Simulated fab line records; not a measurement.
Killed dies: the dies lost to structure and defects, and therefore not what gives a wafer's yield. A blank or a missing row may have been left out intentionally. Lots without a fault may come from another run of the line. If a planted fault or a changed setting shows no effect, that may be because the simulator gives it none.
fab line records ; flow berkeley-cmos170 ; part 1 of 2: steps 1 to 28 of 39
record lots=5; wafers=15; last-day=12
route steps=331 shown NLDD@168 SPACER@171 PSD@175 NSD@187 BACKSIDE@199 SDANNEAL@204
lots untouched by any fault: they come from a run of this same line in which no faults occurred
start-h: the number of hours between the record's first day and the start of the first shown wafer of the lot ; wait-h: hours from the lot's prior step to this one ; " unchanged from the row above ; L1.1+2: several wafers, shown together as one row ; - no value, or no start given ; * or withheld: withheld ; < > ~ a bound
route shown NAME@n: a module of which the file shows steps, and the number in the route of the first ; usual: mean/standard deviation taken from wafers without a fault ; same: alike in all rows ; chamber/n: place in a boat ; sites: each site's reading ; _std_site: standard deviation of those values ; _edge_site: the outer-site mean with the inner-site mean subtracted ; radius-mm: how far each site lies from the wafer's centre ; mask NAME#n: copy n ; behind: the last tool/chamber to shape the wafer ; hold: cause of the lot's hold/its duration in hours/its outcome ; device: whichever transistor did not switch (one of n, p or np) ; end of line: the tests these same wafers got at the end of their route ; a step without rows: its recipe alone ; killed: the dies lost at the first sort to structure and to defects; this is not the yield of the wafer ; map: a wafer's dies, marking killed ones x, the rest . and places with no die _
set.NAME: the setting the step ran with; set.NAME@STEP: the setting that earlier step ran with ; model.NAME: the simulator's own value behind a step, which no gauge read
certain route steps with their lots: each step a table, each wafer a row
services: from which hour (start-h, from the record's first day; less than 0 if before it) a tool's chamber was out of use, for how many hours, and why
## steps
# step UCB170_NLDD_STRIP_10
# recipe chemistry=O2; power-w=400; pressure-mtorr=3500; platen-temp-c=withheld; o2-flow-sccm=400; overash-fraction=0.5
# usual drypump-motor-current-A=5.4/0.62; oes-product-au=0.735/0.0047; strip-time-to-endpoint-s=21.64/0.057
# same overash-fraction=0.5
lot.wafer;tool;chamber;start-h;wait-h;drypump-motor-current-A;oes-product-au;rf-hours-counter-h;strip-time-to-endpoint-s
L079.3;plasma-asher-04;0;136.55;0.1;5.0;0.730;-;21.58
L079.4;plasma-asher-04;1;136.55;0.1;6.3;0.736;-;21.56
L079.5;plasma-asher-04;0;136.55;0.1;5.0;0.727;-;21.57
L081.2;plasma-asher-01;0;151.88;0.1;5.1;0.739;36;21.56
L081.3;plasma-asher-01;0;151.88;0.1;5.1;0.734;-;21.60
L081.5;plasma-asher-01;0;151.88;0.1;5.1;0.732;-;21.54
L092.1;plasma-asher-02;0;222.59;0.1;5.3;0.731;53;21.58
L092.2;plasma-asher-02;1;222.59;0.1;6.5;0.734;53;21.62
L092.5;plasma-asher-02;1;222.59;0.1;6.5;0.736;-;21.66
L094.3;plasma-asher-02;0;235.51;0.1;5.3;0.733;-;21.62
L094.5;plasma-asher-02;0;235.51;0.1;5.3;0.731;-;21.63
L094.6;plasma-asher-02;1;235.51;0.1;6.5;0.726;-;21.67
L093.1;plasma-asher-04;0;236.27;0.1;5.0;0.734;54;21.58
L093.3;plasma-asher-04;1;236.27;0.1;6.4;0.728;-;21.58
L093.5;plasma-asher-04;0;236.27;0.1;5.0;0.727;-;21.58
# step UCB170_NLDD_TW_MEAS_11
# usual NLDD_TW=2223/16
lot.wafer;tool;chamber;start-h;wait-h;NLDD_TW
L079.3;film-metro-02;-;136.63;0.1;2199
L079.4;film-metro-02;-;136.63;0.1;2212
L079.5;film-metro-02;-;136.63;0.1;2220
L081.2;film-metro-02;-;151.99;0.1;2202
L081.3;film-metro-02;-;151.99;0.1;2199
L081.5;film-metro-02;-;151.99;0.1;2186
L092.1;film-metro-02;-;222.69;0.1;2203
L092.2;film-metro-02;-;222.69;0.1;2201
L092.5;film-metro-02;-;222.69;0.1;2211
L094.3;film-metro-04;-;235.59;0.1;2246
L094.5;film-metro-04;-;235.59;0.1;2248
L094.6;film-metro-04;-;235.59;0.1;2253
L093.1;film-metro-02;-;236.37;0.1;2211
L093.3;film-metro-02;-;236.37;0.1;2213
L093.5;film-metro-02;-;236.37;0.1;2207
# step UCB170_NLDD_CLEAN_12
# recipe chemistry=SPM; temp-c=120; time-s=600
lot.wafer;tool;chamber;start-h;wait-h
L079.3+4+5;wet-bench-03;0;136.84;0.2
L081.2+3+5;wet-bench-03;1;152.04;0.0
L092.1+2+5;wet-bench-03;2;222.75;0.1
L094.3+5+6;wet-bench-03;3;235.63;0.0
L093.1+3+5;wet-bench-03;1;236.43;0.1
# step UCB170_SPACER_CVD_00
# recipe material=SiO2; target-thk-nm=376; temp-c=390; precursor=TEOS/O2; time-s=47; rf-w=550; pressure-mtorr=9000
# usual heater-power-w=266/47; pressure-mtorr=8997/16
lot.wafer;tool;chamber;start-h;wait-h;heater-power-w;pressure-mtorr
L079.3;pecvd-04;1;137.01;0.0;259;8986
L079.4;pecvd-04;1;137.01;0.0;276;9012
L079.5;pecvd-04;2;137.01;0.0;283;9014
L081.2;pecvd-03;0;152.23;0.0;322;9006
L081.3;pecvd-03;1;152.23;0.0;293;9003
L081.5;pecvd-03;0;152.23;0.0;233;9020
L092.1;pecvd-01;0;222.94;0.0;238;8993
L092.2;pecvd-01;1;222.94;0.0;275;8975
L092.5;pecvd-01;1;222.94;0.0;198;8979
L094.3;pecvd-01;1;235.81;0.0;224;9025
L094.5;pecvd-01;0;235.81;0.0;243;9032
L094.6;pecvd-01;1;235.81;0.0;239;8995
L093.1;pecvd-03;1;236.61;0.0;280;9008
L093.3;pecvd-03;2;236.61;0.0;229;8996
L093.5;pecvd-03;0;236.61;0.0;322;8989
# step UCB170_SPACER_THK_MEAS_01
# recipe reads=SiO2_of_SPACER_CVD_00
# usual SPACER_TEOS_THK=374/5.5
lot.wafer;tool;chamber;start-h;wait-h;SPACER_TEOS_THK[nm]
L079.3;film-metro-03;-;137.07;0.0;368
L079.4;film-metro-03;-;137.07;0.0;371
L079.5;film-metro-03;-;137.07;0.0;373
L081.2;film-metro-02;-;152.28;0.0;373
L081.3;film-metro-02;-;152.28;0.0;369
L081.5;film-metro-02;-;152.28;0.0;376
L092.1;film-metro-03;-;222.98;0.0;382
L092.2;film-metro-03;-;222.98;0.0;380
L092.5;film-metro-03;-;222.98;0.0;387
L094.3;film-metro-01;-;235.87;0.0;375
L094.5;film-metro-01;-;235.87;0.0;378
L094.6;film-metro-01;-;235.87;0.0;383
L093.1;film-metro-01;-;236.65;0.0;366
L093.3;film-metro-01;-;236.65;0.0;372
L093.5;film-metro-01;-;236.65;0.0;377
# step UCB170_SPACER_ANNEAL_02
# recipe temp-c=900; time-s=1800; ambient=N2
lot.wafer;tool;chamber;start-h;wait-h
L079.3+4+5;furnace-02;0;139.08;2.0
L081.2+3+5;furnace-02;0;157.28;5.0
L092.1+2+5;furnace-02;0;226.27;3.3
L093.1+3+5;furnace-04;0;243.57;6.9
L094.3+5+6;furnace-04;0;243.57;7.7
# step UCB170_SPACER_ETCHBACK_03
# recipe stop-on=Si; target=SiO2; chemistry=CHF3/CF4/Ar; CHF3_flow_sccm=50; cf4-flow-sccm=10; Ar_flow_sccm=120; pressure-mtorr=200; rf-w=500; target-depth-a=3760; time-s=100
# usual CHF3_flow_sccm=50.00/0.15; drypump-motor-current-A=5.9/0.51; oes-product-au=0.899/0.017; throttle-valve-pct=6.45/0.13
lot.wafer;tool;chamber;start-h;wait-h;CHF3_flow_sccm;drypump-motor-current-A;oes-product-au;rf-hours-counter-h;throttle-valve-pct
L079.3;rie-diel-04;3;140.58;0.0;49.93;5.6;0.882;53;6.54
L079.4;rie-diel-04;2;140.58;0.0;49.94;6.2;0.906;104;6.30
L079.5;rie-diel-04;2;140.58;0.0;50.05;6.2;0.907;-;6.29
L081.2;rie-diel-02;1;158.78;0.0;49.90;6.6;0.893;11;6.32
L081.3;rie-diel-02;2;158.78;0.0;49.79;5.4;0.858;51;6.53
L081.5;rie-diel-02;2;158.78;0.0;50.10;5.4;0.885;-;6.54
L092.1;rie-diel-02;3;227.77;0.0;50.16;5.7;0.883;127;6.40
L092.2;rie-diel-02;2;227.77;0.0;50.09;5.4;0.884;54;6.52
L092.5;rie-diel-02;2;227.77;0.0;49.75;5.4;0.909;-;6.53
L093.1;rie-diel-04;3;245.07;0.0;49.97;5.6;0.877;56;6.55
L093.3;rie-diel-04;2;245.07;0.0;49.90;6.2;0.903;107;6.29
L093.5;rie-diel-04;0;245.07;0.0;49.89;6.0;0.901;-;6.47
L094.3;rie-diel-02;2;245.07;0.0;50.17;5.4;0.881;55;6.54
L094.5;rie-diel-02;2;245.07;0.0;50.22;5.4;0.877;-;6.53
L094.6;rie-diel-02;1;245.07;0.0;49.95;6.6;0.909;-;6.32
# step UCB170_PSD_HMDS_00
# recipe prime-time-s=60; prime-temp-c=100
lot.wafer;tool;chamber;start-h;wait-h
L079.3+4+5;litho-track-04;0;141.10;0.5
L081.2+3+5;litho-track-02;0;158.95;0.1
L092.1+2+5;litho-track-02;0;227.85;0.0
L094.3+5+6;litho-track-02;0;245.19;0.1
L093.1+3+5;litho-track-01;0;245.41;0.3
# step UCB170_PSD_COAT_01
# recipe resist=KrF; spin-rpm=1500; resist-thk-nm=900
# usual spin-speed-rpm=1500.0/0.93
lot.wafer;tool;chamber;start-h;wait-h;spin-speed-rpm
L079.3;litho-track-04;0;141.25;0.1;1501.1
L079.4;litho-track-04;0;141.25;0.1;1500.1
L079.5;litho-track-04;0;141.25;0.1;1499.8
L081.2;litho-track-02;0;159.10;0.1;1498.3
L081.3;litho-track-02;0;159.10;0.1;1500.6
L081.5;litho-track-02;0;159.10;0.1;1499.4
L092.1;litho-track-02;0;228.00;0.1;1498.7
L092.2;litho-track-02;0;228.00;0.1;1498.7
L092.5;litho-track-02;0;228.00;0.1;1499.9
L094.3;litho-track-02;0;245.34;0.1;1500.4
L094.5;litho-track-02;0;245.34;0.1;1499.6
L094.6;litho-track-02;0;245.34;0.1;1501.5
L093.1;litho-track-01;0;245.56;0.1;1500.2
L093.3;litho-track-01;0;245.56;0.1;1501.5
L093.5;litho-track-01;0;245.56;0.1;1500.4
# step UCB170_PSD_SOFTBAKE_02
# recipe resist=KrF; temp-c=130; time-s=60
lot.wafer;tool;chamber;start-h;wait-h
L079.3+4+5;litho-track-04;0;141.40;0.1
L081.2+3+5;litho-track-02;0;159.25;0.1
L092.1+2+5;litho-track-02;0;228.15;0.1
L094.3+5+6;litho-track-02;0;245.49;0.1
L093.1+3+5;litho-track-01;0;245.71;0.1
# step UCB170_PSD_EXPOSE_03
# recipe mask-id=PSELECT_MOD; na=0.5; sigma-outer=0.6; source-shape=conventional; target-cd-nm=1200; dose-mj=30
# usual reticle-temp-C=22.99/0.11
lot.wafer;tool;chamber;start-h;wait-h;mask;reticle-temp-C
L079.3;krf-scanner-01;0;141.74;0.3;PSELECT_MOD#0;22.94
L079.4;krf-scanner-01;0;141.74;0.3;PSELECT_MOD#0;23.12
L079.5;krf-scanner-01;0;141.74;0.3;PSELECT_MOD#0;23.03
L081.2;krf-scanner-01;0;159.40;0.1;PSELECT_MOD#0;22.87
L081.3;krf-scanner-01;0;159.40;0.1;PSELECT_MOD#0;22.79
L081.5;krf-scanner-01;0;159.40;0.1;PSELECT_MOD#0;22.86
L092.1;krf-scanner-01;0;228.42;0.2;PSELECT_MOD#0;22.69
L092.2;krf-scanner-01;0;228.42;0.2;PSELECT_MOD#0;22.86
L092.5;krf-scanner-01;0;228.42;0.2;PSELECT_MOD#0;22.73
L094.3;krf-scanner-01;0;245.63;0.1;PSELECT_MOD#0;23.00
L094.5;krf-scanner-01;0;245.63;0.1;PSELECT_MOD#0;22.99
L094.6;krf-scanner-01;0;245.63;0.1;PSELECT_MOD#0;22.95
L093.1;krf-scanner-01;0;246.08;0.3;PSELECT_MOD#0;23.01
L093.3;krf-scanner-01;0;246.08;0.3;PSELECT_MOD#0;23.09
L093.5;krf-scanner-01;0;246.08;0.3;PSELECT_MOD#0;22.91
# step UCB170_PSD_PEB_04
# recipe peb-temp-c=130; peb-time-s=withheld; resist=KrF
lot.wafer;tool;chamber;start-h;wait-h
L079.3+4+5;litho-track-01;0;142.23;0.5
L081.2+3+5;litho-track-02;0;159.52;0.1
L092.1+2+5;litho-track-02;0;228.54;0.1
L094.3+5+6;litho-track-04;0;245.76;0.1
L093.1+3+5;litho-track-04;0;246.19;0.1
# step UCB170_PSD_DEVELOP_05
# recipe developer=TMAH; develop-time-s=45; resist=KrF; dev-temp-c=21
# usual developer-temp-C=21.03/0.09
lot.wafer;tool;chamber;start-h;wait-h;developer-temp-C
L079.3;litho-track-01;0;-;-;21.04
L079.4;litho-track-01;0;-;-;20.89
L079.5;litho-track-01;0;-;-;21.06
L081.2;litho-track-02;0;-;-;21.02
L081.3;litho-track-02;0;-;-;21.12
L081.5;litho-track-02;0;-;-;21.04
L092.1;litho-track-02;0;-;-;20.91
L092.2;litho-track-02;0;-;-;20.99
L092.5;litho-track-02;0;-;-;20.97
L094.3;litho-track-04;0;-;-;21.25
L094.5;litho-track-04;0;-;-;20.96
L094.6;litho-track-04;0;-;-;21.05
L093.1;litho-track-04;0;-;-;20.93
L093.3;litho-track-04;0;-;-;20.97
L093.5;litho-track-04;0;-;-;20.90
# step UCB170_PSD_CD_MEAS_06
# recipe target-cd-nm=1200
# usual cd-nm=1200.0/1.5
lot.wafer;tool;chamber;start-h;wait-h;cd-nm
L079.3;cd-sem-02;-;142.50;-;1201.2
L079.4;cd-sem-02;-;142.50;-;1200.6
L079.5;cd-sem-02;-;142.50;-;1200.1
L081.2;cd-sem-01;-;159.79;-;1200.6
L081.3;cd-sem-01;-;159.79;-;1199.6
L081.5;cd-sem-01;-;159.79;-;1199.5
L092.1;cd-sem-01;-;228.81;-;1202.7
L092.2;cd-sem-01;-;228.81;-;1201.3
L092.5;cd-sem-01;-;228.81;-;1200.5
L094.3;cd-sem-01;-;246.75;-;1201.0
L094.5;cd-sem-01;-;246.75;-;1201.9
L094.6;cd-sem-01;-;246.75;-;1200.2
L093.1;cd-sem-01;-;246.95;-;1199.2
L093.3;cd-sem-01;-;246.95;-;1197.5
L093.5;cd-sem-01;-;246.95;-;1197.8
# step UCB170_PSD_OVL_MEAS_07
# usual PSD_OVL=-1/5.4
lot.wafer;tool;chamber;start-h;wait-h;PSD_OVL[nm]
L079.3;overlay-01;-;142.59;0.1;11
L079.4;overlay-01;-;142.59;0.1;-1
L079.5;overlay-01;-;142.59;0.1;0
L081.2;overlay-01;-;159.89;0.1;-6
L081.3;overlay-01;-;159.89;0.1;0
L081.5;overlay-01;-;159.89;0.1;-2
L092.1;overlay-02;-;228.93;0.1;0
L092.2;overlay-02;-;228.93;0.1;0
L092.5;overlay-02;-;228.93;0.1;-4
L094.3;overlay-02;-;246.84;0.1;2
L094.5;overlay-02;-;246.84;0.1;-2
L094.6;overlay-02;-;246.84;0.1;0
L093.1;overlay-02;-;247.07;0.1;-7
L093.3;overlay-02;-;247.07;0.1;-2
L093.5;overlay-02;-;247.07;0.1;0
# step UCB170_PSD_IMPLANT_08
# recipe species=B; dose-cm2=3e+15; energy-kev=20; tilt-deg=7
# same implant-ion-amu=11
lot.wafer;tool;chamber;start-h;wait-h
L079.3+4+5;implanter-02;0;142.66;0.1
L081.2+3+5;implanter-04;0;159.95;0.0
L092.1+2+5;implanter-02;0;228.97;0.0
L094.3+5+6;implanter-02;0;246.92;0.1
L093.1+3+5;implanter-01;0;247.11;0.0
# step UCB170_PSD_STRIP_09
# recipe chemistry=O2; power-w=400; pressure-mtorr=3500; platen-temp-c=withheld; o2-flow-sccm=400; overash-fraction=0.5
# usual drypump-motor-current-A=5.8/0.54; oes-product-au=0.600/0.0048; strip-time-to-endpoint-s=29.43/0.068
# same overash-fraction=0.5
lot.wafer;tool;chamber;start-h;wait-h;drypump-motor-current-A;oes-product-au;rf-hours-counter-h;strip-time-to-endpoint-s
L079.3;plasma-asher-03;0;142.80;0.1;6.1;0.602;-;29.42
L079.4;plasma-asher-03;1;142.80;0.1;5.6;0.596;-;29.39
L079.5;plasma-asher-03;1;142.80;0.1;5.6;0.598;-;29.38
L081.2;plasma-asher-02;0;160.07;0.1;5.3;0.604;47;29.41
L081.3;plasma-asher-02;1;160.07;0.1;6.4;0.595;-;29.41
L081.5;plasma-asher-02;1;160.07;0.1;6.5;0.597;-;29.34
L092.1;plasma-asher-04;0;229.12;0.1;5.0;0.601;53;29.45
L092.2;plasma-asher-04;1;229.12;0.1;6.3;0.610;53;29.44
L092.5;plasma-asher-04;1;229.12;0.1;6.3;0.607;-;29.45
L094.3;plasma-asher-04;1;247.05;0.1;6.3;0.599;-;29.49
L094.5;plasma-asher-04;0;247.05;0.1;5.0;0.594;-;29.37
L094.6;plasma-asher-04;1;247.05;0.1;6.3;0.602;-;29.46
L093.1;plasma-asher-03;0;247.26;0.1;6.1;0.605;12;29.37
L093.3;plasma-asher-03;0;247.26;0.1;6.1;0.604;-;29.43
L093.5;plasma-asher-03;1;247.26;0.1;5.6;0.592;-;29.42
# step UCB170_PSD_TW_MEAS_10
# usual PSD_TW=2338/17
lot.wafer;tool;chamber;start-h;wait-h;PSD_TW
L079.3;film-metro-03;-;142.88;0.1;2336
L079.4;film-metro-03;-;142.88;0.1;2357
L079.5;film-metro-03;-;142.88;0.1;2344
L081.2;film-metro-03;-;160.18;0.1;2334
L081.3;film-metro-03;-;160.18;0.1;2339
L081.5;film-metro-03;-;160.18;0.1;2338
L092.1;film-metro-02;-;229.22;0.1;2323
L092.2;film-metro-02;-;229.22;0.1;2323
L092.5;film-metro-02;-;229.22;0.1;2334
L094.3;film-metro-03;-;247.14;0.1;2354
L094.5;film-metro-03;-;247.14;0.1;2356
L094.6;film-metro-03;-;247.14;0.1;2352
L093.1;film-metro-04;-;247.36;0.1;2354
L093.3;film-metro-04;-;247.36;0.1;2346
L093.5;film-metro-04;-;247.36;0.1;2340
# step UCB170_PSD_CLEAN_11
# recipe chemistry=SPM; temp-c=120; time-s=600
lot.wafer;tool;chamber;start-h;wait-h
L079.3+4+5;wet-bench-04;2;142.97;0.1
L081.2+3+5;wet-bench-02;2;160.23;0.0
L092.1+2+5;wet-bench-04;1;230.40;1.2
L094.3+5+6;wet-bench-02;3;247.18;0.0
L093.1+3+5;wet-bench-01;0;247.42;0.1
# step UCB170_NSD_HMDS_00
# recipe prime-time-s=60; prime-temp-c=100
lot.wafer;tool;chamber;start-h;wait-h
L079.3+4+5;litho-track-02;0;143.19;0.1
L081.2+3+5;litho-track-03;0;160.43;0.0
L092.1+2+5;litho-track-01;0;230.57;0.0
L094.3+5+6;litho-track-03;0;247.40;0.1
L093.1+3+5;litho-track-02;0;247.59;0.0
# step UCB170_NSD_COAT_01
# recipe resist=KrF; spin-rpm=1500; resist-thk-nm=900
# usual spin-speed-rpm=1499.9/0.91
lot.wafer;tool;chamber;start-h;wait-h;spin-speed-rpm
L079.3;litho-track-02;0;143.34;0.1;1499.4
L079.4;litho-track-02;0;143.34;0.1;1500.3
L079.5;litho-track-02;0;143.34;0.1;1499.2
L081.2;litho-track-03;0;160.58;0.1;1501.4
L081.3;litho-track-03;0;160.58;0.1;1501.1
L081.5;litho-track-03;0;160.58;0.1;1500.4
L092.1;litho-track-01;0;230.72;0.1;1499.6
L092.2;litho-track-01;0;230.72;0.1;1499.6
L092.5;litho-track-01;0;230.72;0.1;1499.1
L094.3;litho-track-03;0;247.55;0.1;1500.2
L094.5;litho-track-03;0;247.55;0.1;1499.3
L094.6;litho-track-03;0;247.55;0.1;1501.4
L093.1;litho-track-02;0;247.74;0.1;1500.2
L093.3;litho-track-02;0;247.74;0.1;1498.8
L093.5;litho-track-02;0;247.74;0.1;1498.7
# step UCB170_NSD_SOFTBAKE_02
# recipe resist=KrF; temp-c=130; time-s=60
lot.wafer;tool;chamber;start-h;wait-h
L079.3+4+5;litho-track-02;0;143.49;0.1
L081.2+3+5;litho-track-03;0;160.73;0.1
L092.1+2+5;litho-track-01;0;230.87;0.1
L094.3+5+6;litho-track-03;0;247.70;0.1
L093.1+3+5;litho-track-02;0;247.89;0.1
# step UCB170_NSD_EXPOSE_03
# recipe mask-id=NSELECT_MOD; na=0.5; sigma-outer=0.6; source-shape=conventional; target-cd-nm=1200; dose-mj=30
# usual reticle-temp-C=22.97/0.12
lot.wafer;tool;chamber;start-h;wait-h;mask;reticle-temp-C
L079.3;krf-scanner-02;0;143.75;0.2;NSELECT_MOD#0;22.79
L079.4;krf-scanner-02;0;143.75;0.2;NSELECT_MOD#0;23.06
L079.5;krf-scanner-02;0;143.75;0.2;NSELECT_MOD#0;22.95
L081.2;krf-scanner-02;0;161.00;0.2;NSELECT_MOD#0;23.10
L081.3;krf-scanner-02;0;161.00;0.2;NSELECT_MOD#0;22.91
L081.5;krf-scanner-02;0;161.00;0.2;NSELECT_MOD#0;23.07
L092.1;krf-scanner-02;0;231.02;0.1;NSELECT_MOD#0;23.00
L092.2;krf-scanner-02;0;231.02;0.1;NSELECT_MOD#0;23.15
L092.5;krf-scanner-02;0;231.02;0.1;NSELECT_MOD#0;22.82
L094.3;krf-scanner-01;0;247.84;0.1;NSELECT_MOD#0;22.89
L094.5;krf-scanner-01;0;247.84;0.1;NSELECT_MOD#0;22.77
L094.6;krf-scanner-01;0;247.84;0.1;NSELECT_MOD#0;22.83
L093.1;krf-scanner-01;0;248.29;0.4;NSELECT_MOD#0;22.88
L093.3;krf-scanner-01;0;248.29;0.4;NSELECT_MOD#0;22.83
L093.5;krf-scanner-01;0;248.29;0.4;NSELECT_MOD#0;22.92
# step UCB170_NSD_PEB_04
# recipe peb-temp-c=130; peb-time-s=withheld; resist=KrF
lot.wafer;tool;chamber;start-h;wait-h
L079.3+4+5;litho-track-03;0;143.88;0.1
L081.2+3+5;litho-track-03;0;161.13;0.1
L092.1+2+5;litho-track-01;0;231.75;0.7
L094.3+5+6;litho-track-01;0;247.97;0.1
L093.1+3+5;litho-track-03;0;248.41;0.1
# step UCB170_NSD_DEVELOP_05
# recipe developer=TMAH; develop-time-s=45; resist=KrF; dev-temp-c=21
# usual developer-temp-C=21.00/0.097
lot.wafer;tool;chamber;start-h;wait-h;developer-temp-C
L079.3;litho-track-03;0;-;-;20.98
L079.4;litho-track-03;0;-;-;21.07
L079.5;litho-track-03;0;-;-;20.89
L081.2;litho-track-03;0;-;-;20.93
L081.3;litho-track-03;0;-;-;20.92
L081.5;litho-track-03;0;-;-;20.96
L092.1;litho-track-01;0;-;-;20.80
L092.2;litho-track-01;0;-;-;20.75
L092.5;litho-track-01;0;-;-;20.87
L094.3;litho-track-01;0;-;-;20.93
L094.5;litho-track-01;0;-;-;20.96
L094.6;litho-track-01;0;-;-;21.08
L093.1;litho-track-03;0;-;-;21.09
L093.3;litho-track-03;0;-;-;21.16
L093.5;litho-track-03;0;-;-;21.05
# step UCB170_NSD_CD_MEAS_06
# recipe target-cd-nm=1200
# usual cd-nm=1200.2/1.4
lot.wafer;tool;chamber;start-h;wait-h;cd-nm
L079.3;cd-sem-02;-;144.15;-;1200.2
L079.4;cd-sem-02;-;144.15;-;1200.5
L079.5;cd-sem-02;-;144.15;-;1199.6
L081.2;cd-sem-01;-;161.40;-;1199.9
L081.3;cd-sem-01;-;161.40;-;1199.5
L081.5;cd-sem-01;-;161.40;-;1199.9
L092.1;cd-sem-01;-;232.02;-;1195.9
L092.2;cd-sem-01;-;232.02;-;1196.6
L092.5;cd-sem-01;-;232.02;-;1197.8
L094.3;cd-sem-01;-;248.24;-;1200.0
L094.5;cd-sem-01;-;248.24;-;1199.2
L094.6;cd-sem-01;-;248.24;-;1198.4
L093.1;cd-sem-01;-;248.68;-;1199.7
L093.3;cd-sem-01;-;248.68;-;1199.9
L093.5;cd-sem-01;-;248.68;-;1199.9
# step UCB170_NSD_OVL_MEAS_07
# usual NSD_OVL=-4/4.7
lot.wafer;tool;chamber;start-h;wait-h;NSD_OVL[nm]
L079.3;overlay-02;-;144.24;0.1;5
L079.4;overlay-02;-;144.24;0.1;-2
L079.5;overlay-02;-;144.24;0.1;-5
L081.2;overlay-01;-;161.50;0.1;-11
L081.3;overlay-01;-;161.50;0.1;0
L081.5;overlay-01;-;161.50;0.1;-6
L092.1;overlay-01;-;232.14;0.1;-3
L092.2;overlay-01;-;232.14;0.1;-4
L092.5;overlay-01;-;232.14;0.1;-2
L094.3;overlay-02;-;248.33;0.1;-6
L094.5;overlay-02;-;248.33;0.1;-6
L094.6;overlay-02;-;248.33;0.1;-10
L093.1;overlay-02;-;248.80;0.1;-8
L093.3;overlay-02;-;248.80;0.1;-11
L093.5;overlay-02;-;248.80;0.1;-10
# step UCB170_NSD_IMPLANT_08
# recipe species=P; dose-cm2=3e+15; energy-kev=40; tilt-deg=7
# same implant-ion-amu=31
lot.wafer;tool;chamber;start-h;wait-h
L079.3+4+5;implanter-04;0;144.31;0.1
L081.2+3+5;implanter-03;0;161.56;0.0
L092.1+2+5;implanter-04;0;232.18;0.0
L094.3+5+6;implanter-03;0;248.40;0.1
L093.1+3+5;implanter-01;0;248.84;0.0
